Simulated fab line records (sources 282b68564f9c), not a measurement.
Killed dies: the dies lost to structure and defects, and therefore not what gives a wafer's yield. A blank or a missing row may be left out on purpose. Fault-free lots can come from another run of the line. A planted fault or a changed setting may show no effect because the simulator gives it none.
fab line records	flow rit-cmos
record lots=5	wafers=23
route steps=202 shown ACTIVE@2 NWELL@36 PWELL@40 WELLDRIVE@50 NRETRO@55 PRETRO@66 GATE@81
start-h: hours from the record's opening day to when the first of the lot's shown wafers began	wait-h: time in hours since the lot's previous step	" unchanged from the row above	L1.1+2: several wafers, shown together as one row	- value missing, or start not given	* or withheld: withheld	< > ~ a bound
route shown NAME@n: names a module that has steps shown in the file, with the first one's number in the route	usual: mean/standard deviation taken from wafers without a fault	same: alike in all rows	chamber/n: place in a boat	sites: per-site readings	_std_site: the values' standard deviation	_edge_site: inner sites' mean taken away from outer sites' mean	radius-mm: for every site, how far away it sits from the centre of the wafer	mask NAME#n: copy n	behind: the most recent tool/chamber to have shaped the wafer	hold: why the lot was held/for how many hours/how that ended	device: whichever transistor did not switch (one of n, p or np)	end of line: at the end of the route, the tests of the same wafers	a step with no rows: only its recipe	killed: dies that structure and defects cost at the first sort, which is not the same as the wafer's yield	map: a wafer's dies, marking killed ones x, the rest . and places with no die _
set.NAME: setting as actually run; set.NAME@STEP: the setting as run at that earlier step	model.NAME: the simulator's own value behind a step, which no gauge read
lots with deliberately changed settings; one table per step, one row per wafer
## steps
# step RIT_ACTIVE_OXIDATION_01
# recipe temp-c=1000	ambient=O2	target-thk-a=468	ox-time-s=3360
lot.wafer	tool	chamber	start-h	wait-h	set.ox-time-s	model.SiO2_of_ACTIVE_OXIDATION_01.thk-nm
L074.1	-	-	-	0.1	3360	47.48
L074.2	"	-	"	"	3360	47.9
L074.4	"	-	"	"	3360	47.71
L074.5	"	-	"	"	3360	47.98
L074.6	"	-	"	"	3360	47.68
L075.1	-	-	-	0.1	3125	45.36
L075.3	"	-	"	"	3125	45.7
L075.4	"	-	"	"	3125	45.07
L075.5	"	-	"	"	3125	46.06
L075.6	"	-	"	"	3125	46.09
L076.2	furnace-03	0	20.29	0.3	3360	47.38
L076.3	"	0	"	"	3360	46.87
L076.5	"	0	"	"	3360	47.33
L081.1	-	-	-	3.0	3156	44.41
L081.2	"	-	"	"	3156	44.73
L081.3	"	-	"	"	3156	44.82
L081.5	"	-	"	"	3156	44.18
L081.6	"	-	"	"	3156	44.01
L084.1	-	-	-	4.3	3360	47.99
L084.2	"	-	"	"	3360	47.92
L084.3	"	-	"	"	3360	48.06
L084.4	"	-	"	"	3360	48.45
L084.6	"	-	"	"	3360	47.19
# step RIT_NWELL_IMPLANT_08
# recipe species=P	energy-kev=170	dose-cm2=5e+13	tilt-deg=7
lot.wafer	tool	chamber	start-h	wait-h	set.dose-cm2
L074.1+2+4+5+6	implanter-03	0	22.38	0.2	5e+13
L075.1+3+4+5+6	implanter-01	0	28.21	0.2	5e+13
L076.2+3+5	implanter-02	0	32.19	0.2	5e+13
L081.1+2+3	implanter-01	0	66.66	0.2	5e+13
L081.5+6	"	0	"	"	5.313e+13
L084.1+3+4	implanter-01	0	88.35	0.2	4.848e+13
L084.2+6	"	0	"	"	5e+13
# step RIT_PWELL_COAT_01
# recipe resist=NOVOLAK	spin-rpm=2000	resist-thk-nm=1300
lot.wafer	tool	chamber	start-h	wait-h	set.spin-rpm	model.NOVOLAK_of_PWELL_COAT_01.thk-nm
L074.1	litho-track-03	0	22.91	0.1	2066	1277
L074.2	"	0	"	"	2066	1276
L074.4+6	"	0	"	"	2000	1301
L074.5	"	0	"	"	2066	1278
L075.1+3	litho-track-03	0	28.75	0.1	1925	1335
L075.4+5	"	0	"	"	2000	1306
L075.6	"	0	"	"	1925	1337
L076.2	litho-track-02	0	32.73	0.1	2000	1297
L076.3	"	0	"	"	2000	1299
L076.5	"	0	"	"	2000	1296
L081.1	litho-track-03	0	67.20	0.1	2000	1300
L081.2	"	0	"	"	1898	1334
L081.3	"	0	"	"	2000	1299
L081.5	"	0	"	"	1898	1337
L081.6	"	0	"	"	2000	1302
L084.1	litho-track-01	0	88.89	0.1	2000	1308
L084.2+4	"	0	"	"	2000	1306
L084.3	"	0	"	"	2000	1311
L084.6	"	0	"	"	2000	1307
# step RIT_PWELL_SOFTBAKE_02
# recipe resist=NOVOLAK	temp-c=90	time-s=57.01
# step RIT_PWELL_EXPOSE_03
# recipe mask-id=M3	na=0.57	target-cd-nm=43700	dose-mj=250
# step RIT_PWELL_DEVELOP_05
# recipe resist=NOVOLAK	develop-time-s=68	dev-temp-c=23
# step RIT_PWELL_HARDBAKE_07
# recipe resist=NOVOLAK	temp-c=140	time-s=120
lot.wafer	tool	chamber	start-h	wait-h	set.spin-rpm@PWELL_COAT_01	model.NOVOLAK_of_PWELL_COAT_01.thk-nm
L074.1+2	litho-track-02	0	23.71	0.0	2066	1117
L074.4	"	0	"	"	2000	1137
L074.5	"	0	"	"	2066	1118
L074.6	"	0	"	"	2000	1138
L075.1+3	litho-track-03	0	29.55	0.0	1925	1167
L075.4	"	0	"	"	2000	1142
L075.5	"	0	"	"	2000	1143
L075.6	"	0	"	"	1925	1169
L076.2+5	litho-track-01	0	33.51	0.1	2000	1134
L076.3	"	0	"	"	2000	1136
L081.1	litho-track-02	0	68.09	0.0	2000	1137
L081.2	"	0	"	"	1898	1166
L081.3	"	0	"	"	2000	1136
L081.5	"	0	"	"	1898	1169
L081.6	"	0	"	"	2000	1138
L084.1	litho-track-03	0	89.85	0.0	2000	1144
L084.2+4	"	0	"	"	2000	1142
L084.3	"	0	"	"	2000	1146
L084.6	"	0	"	"	2000	1143
# step RIT_PWELL_IMPLANT_08
# recipe species=B	energy-kev=170	dose-cm2=6.895e+13	tilt-deg=7
# step RIT_PWELL_STRIP_09
# recipe chemistry=O2	time-s=180	resist=NOVOLAK	platen-temp-c=withheld	power-w=500	pressure-mtorr=4000	o2-flow-sccm=4000
# step RIT_WELLDRIVE_ANNEAL_00
# recipe temp-c=1100	time-s=14700	ambient=N2
# step RIT_WELLDRIVE_RS_MEAS_01
# recipe thk-meas-gauge=four-point-probe
# usual NWELL_RS=275.4/0.77
lot.wafer	tool	chamber	start-h	wait-h	set.dose-cm2@NWELL_IMPLANT_08	NWELL_RS[ohm/sq]
L074.1	film-metro-02	-	29.43	0.0	5e+13	275.4
L074.2	"	-	"	"	5e+13	274.5
L074.4	"	-	"	"	5e+13	276.3
L074.5	"	-	"	"	5e+13	274.8
L074.6	"	-	"	"	5e+13	274.5
L075.1	film-metro-03	-	37.14	0.0	5e+13	276.3
L075.3	"	-	"	"	5e+13	276.4
L075.4	"	-	"	"	5e+13	275.2
L075.5	"	-	"	"	5e+13	276.2
L075.6	"	-	"	"	5e+13	275.9
L076.2	film-metro-01	-	42.42	0.0	5e+13	275.7
L076.3	"	-	"	"	5e+13	276.2
L076.5	"	-	"	"	5e+13	276.5
L081.1	film-metro-01	-	76.63	0.0	5e+13	274.3
L081.2	"	-	"	"	5e+13	275.3
L081.3	"	-	"	"	5e+13	274.9
L081.5	"	-	"	"	5.313e+13	264.8
L081.6	"	-	"	"	5.313e+13	264.3
L084.1	film-metro-01	-	98.32	0.0	4.848e+13	280.3
L084.2	"	-	"	"	5e+13	274.6
L084.3	"	-	"	"	4.848e+13	281.2
L084.4	"	-	"	"	4.848e+13	281.2
L084.6	"	-	"	"	5e+13	275.6
# step RIT_NRETRO_SOFTBAKE_02
# recipe resist=NOVOLAK	temp-c=90	time-s=60
lot.wafer	tool	chamber	start-h	wait-h	set.temp-c
L074.1+4	litho-track-01	0	29.97	0.1	90
L074.2+5+6	"	0	"	"	88.74
L075.1+5+6	litho-track-04	0	37.68	0.1	90
L075.3+4	"	0	"	"	93.72
L076.2+3+5	litho-track-04	0	42.97	0.1	90
L081.1+3+5	litho-track-01	0	77.17	0.1	90
L081.2+6	"	0	"	"	92.8
L084.1+3+6	litho-track-04	0	98.86	0.1	86.83
L084.2+4	"	0	"	"	90
# step RIT_NRETRO_EXPOSE_03
# recipe mask-id=M4	na=0.57	target-cd-nm=43900	dose-mj=250
# step RIT_NRETRO_PEB_04
# recipe resist=NOVOLAK	temp-c=withheld	time-s=withheld
# step RIT_NRETRO_DEVELOP_05
# recipe resist=NOVOLAK	develop-time-s=68	dev-temp-c=23
lot.wafer	tool	chamber	start-h	wait-h	set.temp-c@NRETRO_SOFTBAKE_02	model.NOVOLAK_of_NRETRO_COAT_01.thk-nm
L074.1	litho-track-04	0	-	-	90	1300
L074.2	"	0	"	"	88.74	1302
L074.4	"	0	"	"	90	1301
L074.5	"	0	"	"	88.74	1305
L074.6	"	0	"	"	88.74	1304
L075.1	litho-track-04	0	-	-	90	1297
L075.3	"	0	"	"	93.72	1287
L075.4	"	0	"	"	93.72	1284
L075.5	"	0	"	"	90	1296
L075.6	"	0	"	"	90	1298
L076.2	litho-track-04	0	-	-	90	1293
L076.3	"	0	"	"	90	1296
L076.5	"	0	"	"	90	1294
L081.1	litho-track-01	0	-	-	90	1301
L081.2	"	0	"	"	92.8	1291
L081.3	"	0	"	"	90	1304
L081.5	"	0	"	"	90	1305
L081.6	"	0	"	"	92.8	1294
L084.1	litho-track-04	0	-	-	86.83	1311
L084.2	"	0	"	"	90	1300
L084.3	"	0	"	"	86.83	1310
L084.4	"	0	"	"	90	1302
L084.6	"	0	"	"	86.83	1312
# step RIT_NRETRO_IMPLANT_08
# recipe species=P	energy-kev=70	dose-cm2=1e+13	tilt-deg=7
lot.wafer	tool	chamber	start-h	wait-h	set.dose-cm2
L074.1+2+6	implanter-03	0	30.83	0.2	1.065e+13
L074.4+5	"	0	"	"	1e+13
L075.1+4+6	implanter-04	0	38.54	0.2	9.518e+12
L075.3+5	"	0	"	"	1e+13
L076.2+3+5	implanter-04	0	44.06	0.2	1e+13
L081.1+2	implanter-03	0	78.41	0.2	1e+13
L081.3+5+6	"	0	"	"	9.483e+12
L084.1+2+3+4+6	implanter-03	0	100.27	0.2	1e+13
# step RIT_NRETRO_STRIP_09
# recipe chemistry=O2	time-s=180	resist=NOVOLAK	platen-temp-c=withheld	power-w=500	pressure-mtorr=4000	o2-flow-sccm=4000
# step RIT_NRETRO_TW_MEAS_10
# usual NRETRO_TW=1041/10
lot.wafer	tool	chamber	start-h	wait-h	set.dose-cm2@NRETRO_IMPLANT_08	NRETRO_TW
L074.1	film-metro-01	-	31.16	0.1	1.065e+13	1056
L074.2	"	-	"	"	1.065e+13	1045
L074.4	"	-	"	"	1e+13	1028
L074.5	"	-	"	"	1e+13	1033
L074.6	"	-	"	"	1.065e+13	1050
L075.1	film-metro-01	-	38.87	0.1	9.518e+12	1017
L075.3	"	-	"	"	1e+13	1036
L075.4	"	-	"	"	9.518e+12	1011
L075.5	"	-	"	"	1e+13	1034
L075.6	"	-	"	"	9.518e+12	1013
L076.2	film-metro-04	-	44.37	0.1	1e+13	1051
L076.3	"	-	"	"	1e+13	1054
L076.5	"	-	"	"	1e+13	1058
L081.1	film-metro-02	-	78.73	0.1	1e+13	1054
L081.2	"	-	"	"	1e+13	1055
L081.3	"	-	"	"	9.483e+12	1043
L081.5	"	-	"	"	9.483e+12	1037
L081.6	"	-	"	"	9.483e+12	1029
L084.1	film-metro-01	-	100.59	0.1	1e+13	1026
L084.2	"	-	"	"	1e+13	1030
L084.3	"	-	"	"	1e+13	1026
L084.4	"	-	"	"	1e+13	1027
L084.6	"	-	"	"	1e+13	1026
# step RIT_PRETRO_SOFTBAKE_02
# recipe resist=NOVOLAK	temp-c=90	time-s=60
lot.wafer	tool	chamber	start-h	wait-h	set.temp-c	model.NOVOLAK_of_PRETRO_COAT_01.thk-nm
L074.1	litho-track-02	0	31.52	0.1	90	1305
L074.2	"	0	"	"	93.2	1287
L074.4	"	0	"	"	90	1299
L074.5	"	0	"	"	93.2	1290
L074.6	"	0	"	"	90	1297
L075.1	litho-track-03	0	39.23	0.1	93.62	1289
L075.3+4	"	0	"	"	93.62	1291
L075.5	"	0	"	"	90	1307
L075.6	"	0	"	"	90	1306
L076.2	litho-track-02	0	44.75	0.1	90	1302
L076.3	"	0	"	"	90	1306
L076.5	"	0	"	"	90	1307
L081.1	litho-track-02	0	79.09	0.1	90	1306
L081.2+5	"	0	"	"	90	1304
L081.3	"	0	"	"	90	1305
L081.6	"	0	"	"	90	1308
L084.1	litho-track-02	0	100.99	0.1	90	1305
L084.2	"	0	"	"	88.68	1305
L084.3	"	0	"	"	90	1309
L084.4	"	0	"	"	88.68	1306
L084.6	"	0	"	"	88.68	1310
# step RIT_PRETRO_EXPOSE_03
# recipe mask-id=M5	na=0.57	target-cd-nm=43700	dose-mj=250
# step RIT_PRETRO_PEB_04
# recipe resist=NOVOLAK	temp-c=withheld	time-s=withheld
# step RIT_PRETRO_DEVELOP_05
# recipe resist=NOVOLAK	develop-time-s=68	dev-temp-c=22.42
lot.wafer	tool	chamber	start-h	wait-h	set.temp-c@PRETRO_SOFTBAKE_02	model.NOVOLAK_of_PRETRO_COAT_01.thk-nm
L074.1	litho-track-02	0	-	-	90	1305
L074.2	"	0	"	"	93.2	1286
L074.4	"	0	"	"	90	1299
L074.5	"	0	"	"	93.2	1289
L074.6	"	0	"	"	90	1296
L075.1	litho-track-02	0	-	-	93.62	1289
L075.3+4	"	0	"	"	93.62	1290
L075.5	"	0	"	"	90	1306
L075.6	"	0	"	"	90	1305
L076.2	litho-track-03	0	-	-	90	1302
L076.3	"	0	"	"	90	1305
L076.5	"	0	"	"	90	1306
L081.1	litho-track-02	0	-	-	90	1305
L081.2+3	"	0	"	"	90	1304
L081.5	"	0	"	"	90	1303
L081.6	"	0	"	"	90	1307
L084.1	litho-track-04	0	-	-	90	1304
L084.2	"	0	"	"	88.68	1309
L084.3	"	0	"	"	90	1308
L084.4	"	0	"	"	88.68	1310
L084.6	"	0	"	"	88.68	1314
# step RIT_GATE_OXIDATION_05
# recipe temp-c=900	ambient=O2	target-thk-a=30	ox-time-s=270
lot.wafer	tool	chamber	start-h	wait-h	set.ox-time-s	model.SiO2_of_GATE_OXIDATION_05.thk-nm
L074.1	-	-	-	3.0	285.3	3.169
L074.2	"	-	"	"	285.3	3.159
L074.4	"	-	"	"	285.3	3.157
L074.5	"	-	"	"	285.3	3.192
L074.6	"	-	"	"	285.3	3.177
L075.1+4	-	-	-	2.8	284.3	3.123
L075.3	"	-	"	"	284.3	3.122
L075.5	"	-	"	"	284.3	3.112
L075.6	"	-	"	"	284.3	3.12
L076.2	furnace-04	0	51.35	4.8	270	3.06
L076.3	"	0	"	"	270	3.083
L076.5	"	0	"	"	270	3.055
L081.1	-	-	-	1.8	270	3.034
L081.2	"	-	"	"	270	2.991
L081.3	"	-	"	"	270	2.999
L081.5	"	-	"	"	270	3.024
L081.6	"	-	"	"	270	3.003
L084.1	-	-	-	1.4	236.2	2.69
L084.2	"	-	"	"	236.2	2.695
L084.3	"	-	"	"	236.2	2.675
L084.4	"	-	"	"	236.2	2.737
L084.6	"	-	"	"	236.2	2.746
# step RIT_GATE_ANNEAL_06
# recipe temp-c=900	time-s=600	ambient=N2O
# step RIT_GATE_THK_MEAS_07
# recipe reads=SiO2_of_GATE_OXIDATION_05
# usual GATE_OXIDE_THK=3.00/0.068
lot.wafer	tool	chamber	start-h	wait-h	set.ox-time-s@GATE_OXIDATION_05	GATE_OXIDE_THK[nm]
L074.1	film-metro-02	-	41.95	0.0	285.3	3.17
L074.2	"	-	"	"	285.3	3.16
L074.4	"	-	"	"	285.3	3.17
L074.5	"	-	"	"	285.3	3.22
L074.6	"	-	"	"	285.3	3.16
L075.1	film-metro-04	-	48.01	0.0	284.3	3.12
L075.3	"	-	"	"	284.3	3.09
L075.4	"	-	"	"	284.3	3.14
L075.5	"	-	"	"	284.3	3.09
L075.6	"	-	"	"	284.3	3.10
L076.2	film-metro-04	-	58.49	0.0	270	2.99
L076.3	"	-	"	"	270	3.04
L076.5	"	-	"	"	270	3.08
L081.1	film-metro-02	-	89.37	0.0	270	3.05
L081.2	"	-	"	"	270	2.96
L081.3	"	-	"	"	270	3.02
L081.5	"	-	"	"	270	3.02
L081.6	"	-	"	"	270	2.96
L084.1	film-metro-03	-	108.79	0.0	236.2	2.66
L084.2	"	-	"	"	236.2	2.69
L084.3	"	-	"	"	236.2	2.67
L084.4	"	-	"	"	236.2	2.77
L084.6	"	-	"	"	236.2	2.69
# step RIT_GATE_EXPOSE_13
# recipe mask-id=M6	na=0.6	source-shape=conventional	sigma-outer=0.6	target-cd-nm=150	dose-mj=380
lot.wafer	tool	chamber	start-h	wait-h	mask	set.dose-mj
L074.1+2	iline-stepper-02	0	44.13	0.1	M6#0	364.8
L074.4+5+6	"	0	"	"	M6#0	380
L075.1+3+5	iline-stepper-02	0	50.19	0.1	M6#0	380
L075.4+6	"	0	"	"	M6#0	389.8
L076.2+3+5	iline-stepper-02	0	60.75	0.1	M6#0	380
L081.1+5	iline-stepper-02	0	91.92	0.4	M6#0	368.7
L081.2+3+6	"	0	"	"	M6#0	380
L084.1+4+6	iline-stepper-02	0	111.05	0.1	M6#0	369.7
L084.2+3	"	0	"	"	M6#0	380
# step RIT_GATE_PEB_14
# recipe resist=NOVOLAK	temp-c=withheld	time-s=withheld
# step RIT_GATE_DEVELOP_15
# recipe resist=NOVOLAK	develop-time-s=51.63	dev-temp-c=23
lot.wafer	tool	chamber	start-h	wait-h	set.dose-mj@GATE_EXPOSE_13	model.GATE.cd-nm
L074.1	litho-track-03	0	-	-	364.8	167.7
L074.2	"	0	"	"	364.8	168.9
L074.4	"	0	"	"	380	148.7
L074.5	"	0	"	"	380	146.4
L074.6	"	0	"	"	380	147
L075.1	litho-track-03	0	-	-	380	146.5
L075.3	"	0	"	"	380	145.8
L075.4	"	0	"	"	389.8	133.9
L075.5	"	0	"	"	380	146.8
L075.6	"	0	"	"	389.8	134.2
L076.2	litho-track-01	0	-	-	380	150.7
L076.3	"	0	"	"	380	149.7
L076.5	"	0	"	"	380	150.2
L081.1	litho-track-03	0	-	-	368.7	168.9
L081.2	"	0	"	"	380	153.7
L081.3	"	0	"	"	380	153.5
L081.5	"	0	"	"	368.7	168
L081.6	"	0	"	"	380	151.7
L084.1	litho-track-03	0	-	-	369.7	166.1
L084.2	"	0	"	"	380	150.9
L084.3	"	0	"	"	380	151.7
L084.4	"	0	"	"	369.7	166.5
L084.6	"	0	"	"	369.7	168.8
# step RIT_GATE_CD_MEAS_16
# recipe target-cd-nm=150
# usual cd-nm=149.9/2.5
lot.wafer	tool	chamber	start-h	wait-h	set.dose-mj@GATE_EXPOSE_13	cd-nm
L074.1	cd-sem-01	-	44.53	-	364.8	167.8
L074.2	"	-	"	"	364.8	168.8
L074.4	"	-	"	"	380	148.8
L074.5	"	-	"	"	380	146.2
L074.6	"	-	"	"	380	147.2
L075.1	cd-sem-02	-	50.59	-	380	146.4
L075.3	"	-	"	"	380	145.3
L075.4	"	-	"	"	389.8	133.6
L075.5	"	-	"	"	380	147.2
L075.6	"	-	"	"	389.8	134.2
L076.2	cd-sem-01	-	61.15	-	380	150.7
L076.3	"	-	"	"	380	149.7
L076.5	"	-	"	"	380	150.4
L081.1	cd-sem-02	-	92.34	-	368.7	169.3
L081.2	"	-	"	"	380	153.7
L081.3	"	-	"	"	380	153.2
L081.5	"	-	"	"	368.7	168.0
L081.6	"	-	"	"	380	151.4
L084.1	cd-sem-01	-	111.66	-	369.7	166.1
L084.2	"	-	"	"	380	150.9
L084.3	"	-	"	"	380	151.6
L084.4	"	-	"	"	369.7	166.7
L084.6	"	-	"	"	369.7	168.7
# step RIT_GATE_ETCH_19
# recipe chemistry=SF6/CHF3/O2	time-s=165	SF6_flow_sccm=30	CHF3_flow_sccm=30	O2_flow_sccm=5	target=poly-Si	pressure-mtorr=40	rf-w=160	target-depth-a=3125	over-etch-frac=0.25	stop-on=SiO2
lot.wafer	tool	chamber	start-h	wait-h	set.rf-w	set.dose-mj@GATE_EXPOSE_13	model.GATE.cd-nm	model.NOVOLAK_of_GATE_COAT_11.thk-nm
L074.1	rie-si-02	3	44.84	0.1	160	364.8	167.7	673.8
L074.2	"	0	"	"	160	364.8	168.7	672.3
L074.4	"	1	"	"	160	380	148.8	676.3
L074.5	"	2	"	"	154.2	380	146.5	682.6
L074.6	"	3	"	"	154.2	380	147.1	676.8
L075.1	rie-si-01	0	50.90	0.1	160	380	146.6	673.9
L075.3	"	3	"	"	160	380	145.7	671.8
L075.4	"	1	"	"	179.1	389.8	133.6	666.8
L075.5	"	3	"	"	179.1	380	146.5	658.8
L075.6	"	0	"	"	160	389.8	134.2	672.2
L076.2	rie-si-02	1	61.44	0.1	160	380	151	671.6
L076.3	"	3	"	"	160	380	149.7	670.7
L076.5	"	0	"	"	160	380	150	669.4
L081.1	rie-si-01	3	92.65	0.1	148.3	368.7	168.9	678.2
L081.2	"	1	"	"	148.3	380	153.8	681
L081.3	"	2	"	"	148.3	380	153.8	677.4
L081.5	"	2	"	"	160	368.7	167.9	670.6
L081.6	"	3	"	"	160	380	151.7	671.3
L084.1	rie-si-01	1	111.97	0.1	160	369.7	166	675.5
L084.2	"	2	"	"	168.4	380	150.7	664.5
L084.3	"	3	"	"	168.4	380	151.6	663.3
L084.4	"	0	"	"	160	369.7	166.4	672
L084.6	"	3	"	"	168.4	369.7	168.6	665.7
# step RIT_GATE_STRIP_20
# recipe chemistry=O2	time-s=180	resist=NOVOLAK	platen-temp-c=withheld	power-w=500	pressure-mtorr=4000	o2-flow-sccm=4000
# step RIT_GATE_CD_MEAS_90
# recipe target-cd-nm=150
# usual cd-nm=149.9/2.5
lot.wafer	tool	chamber	start-h	wait-h	set.dose-mj@GATE_EXPOSE_13	cd-nm
L074.1	cd-sem-02	-	45.12	0.1	364.8	167.9
L074.2	"	-	"	"	364.8	168.8
L074.4	"	-	"	"	380	148.7
L074.5	"	-	"	"	380	146.3
L074.6	"	-	"	"	380	147.1
L075.1	cd-sem-02	-	51.18	0.1	380	146.4
L075.3	"	-	"	"	380	145.7
L075.4	"	-	"	"	389.8	133.7
L075.5	"	-	"	"	380	146.2
L075.6	"	-	"	"	389.8	134.3
L076.2	cd-sem-02	-	61.74	0.1	380	150.7
L076.3	"	-	"	"	380	149.6
L076.5	"	-	"	"	380	149.9
L081.1	cd-sem-01	-	92.93	0.1	368.7	169.0
L081.2	"	-	"	"	380	154.0
L081.3	"	-	"	"	380	153.5
L081.5	"	-	"	"	368.7	168.4
L081.6	"	-	"	"	380	151.8
L084.1	cd-sem-01	-	112.25	0.1	369.7	165.8
L084.2	"	-	"	"	380	150.9
L084.3	"	-	"	"	380	151.2
L084.4	"	-	"	"	369.7	166.1
L084.6	"	-	"	"	369.7	168.8
## key
split step=RIT_ACTIVE_OXIDATION_01	setting=ox-time-s	stated=3360	by=lot
response step=RIT_ACTIVE_OXIDATION_01	reading=model.SiO2_of_ACTIVE_OXIDATION_01.thk-nm	change=+0.39	per=1%	r=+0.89
split step=RIT_NWELL_IMPLANT_08	setting=dose-cm2	stated=5e+13	by=wafer
response step=RIT_WELLDRIVE_RS_MEAS_01	reading=NWELL_RS	change=-1.69	per=1%	r=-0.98
split step=RIT_PWELL_COAT_01	setting=spin-rpm	stated=2000	by=wafer
response step=RIT_PWELL_COAT_01	reading=model.NOVOLAK_of_PWELL_COAT_01.thk-nm	change=-7.27	per=1%	r=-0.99
response step=RIT_PWELL_HARDBAKE_07	reading=model.NOVOLAK_of_PWELL_COAT_01.thk-nm	change=-6.27	per=1%	r=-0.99
split step=RIT_NRETRO_SOFTBAKE_02	setting=temp-c	stated=90	by=wafer
response step=RIT_NRETRO_DEVELOP_05	reading=model.NOVOLAK_of_NRETRO_COAT_01.thk-nm	change=-2.9	per=1%	r=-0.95
split step=RIT_NRETRO_IMPLANT_08	setting=dose-cm2	stated=1e+13	by=wafer
response step=RIT_NRETRO_TW_MEAS_10	reading=NRETRO_TW	change=+3.54	per=1%	r=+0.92
split step=RIT_PRETRO_SOFTBAKE_02	setting=temp-c	stated=90	by=wafer
response step=RIT_PRETRO_SOFTBAKE_02	reading=model.NOVOLAK_of_PRETRO_COAT_01.thk-nm	change=-3.51	per=1%	r=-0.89
response step=RIT_PRETRO_DEVELOP_05	reading=model.NOVOLAK_of_PRETRO_COAT_01.thk-nm	change=-3.73	per=1%	r=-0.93
split step=RIT_GATE_OXIDATION_05	setting=ox-time-s	stated=270	by=lot
response step=RIT_GATE_OXIDATION_05	reading=model.SiO2_of_GATE_OXIDATION_05.thk-nm	change=+0.0244	per=1%	r=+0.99
response step=RIT_GATE_THK_MEAS_07	reading=GATE_OXIDE_THK	change=+0.0248	per=1%	r=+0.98
split step=RIT_GATE_EXPOSE_13	setting=dose-mj	stated=380	by=wafer
response step=RIT_GATE_DEVELOP_15	reading=model.GATE.cd-nm	change=-5.27	per=1%	r=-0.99
response step=RIT_GATE_CD_MEAS_16	reading=cd-nm	change=-5.3	per=1%	r=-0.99
response step=RIT_GATE_ETCH_19	reading=model.GATE.cd-nm	change=-5.24	per=1%	r=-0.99
response step=RIT_GATE_CD_MEAS_90	reading=cd-nm	change=-5.26	per=1%	r=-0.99
split step=RIT_GATE_ETCH_19	setting=rf-w	stated=160	by=wafer
response step=RIT_GATE_ETCH_19	reading=model.NOVOLAK_of_GATE_COAT_11.thk-nm	change=-1.03	per=1%	r=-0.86
